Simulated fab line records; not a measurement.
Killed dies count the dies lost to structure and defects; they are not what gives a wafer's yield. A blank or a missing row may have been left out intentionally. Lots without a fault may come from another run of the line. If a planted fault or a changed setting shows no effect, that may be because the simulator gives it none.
Code-filled problem report in 8D (eight disciplines) form / flow berkeley-cmos170 / the parts of the form that need people (team, actions taken, sign-off) are left out

## 1. PROBLEM STATEMENT
UCB170_M3_ETCH_17, oes-product-au: mean 0.892 a.u. over 1 wafer from 1 lot; wafers with no fault: 1.010 a.u., standard deviation 0.027. Relative to the usual mean, that is a shift of -4.4 standard deviations.
The step: etches BARC in N2/H2.
First observed at day 11 07:45: wafer L682.6, on rie-diel-01. The record holds 37 wafers of 13 lots with a number at this step. The rule behind "out" and "out of limits": a value lying over 4 standard deviations away from the usual mean. The other wafers with a number count as sound.

## 2. WHAT IT IS; WHAT IT IS NOT
question=which readings at this step | is=oes-product-au | is not=drypump-motor-current-A, throttle-valve-pct
question=which lots | is=L682 | is not=L666, L667, L668, L673, L674, L675, L677, L679, L684, L687, L688, L689
question=which wafers of those lots | is=all that have a number | is not=-
question=read on which tools | is=rie-diel-01 | is not=rie-diel-02, rie-diel-03
question=when | is=from day 11 07:45 | is not=up to then (24 sound wafers); but 12 sound wafers of L684, L687, L688, L689 came after

## 3. SUSPECTS, AND WHAT RULES EACH OUT
Counting: a tool stays on the suspect list if, at a process step up to the reading, it processed all lots that are out and no sound lot following the first of them.
- rie-diel-01 at UCB170_M3_ETCH_17 (etches BARC in N2/H2): kept. It ran the lot that is out, L682 (day 11 07:45), and no sound lot after that; its last sound lot up to then is L674 (day 9 16:47). Its own oes-product-au readings are out on those wafers.
Remaining after the count: rie-diel-01 at UCB170_M3_ETCH_17.

## 4. THE CAUSE (what the simulator had put in)
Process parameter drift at UCB170_M3_ETCH_17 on rie-diel-01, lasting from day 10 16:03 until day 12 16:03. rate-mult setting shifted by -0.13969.
After counting, this tool was the only one left.

## 5. THE CHAIN OF EFFECTS, in route order
Rows list readings where the struck wafers' mean (over those with a number) sits beyond 3 standard deviations from the usual. Readings are gone through only where the record gives a usual standard deviation; hours: the median, over the lots, of the time from a lot's start at the first step in this table giving one to that lot's start at this step; sigmas: the change measured in usual standard deviations.
hours=0; step=UCB170_M3_ETCH_17; reading=oes-product-au; usual=1.010 a.u.; on struck wafers=0.892; change=-0.118; sigmas=-4.4
It contains these process steps:
- UCB170_M3_ETCH_17: etches BARC in N2/H2.

## 6. WHAT WOULD HAVE CAUGHT IT SOONER
In this record no reading fell out of limits until day 11 07:45, 16 hours after the fault had begun at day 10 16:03.
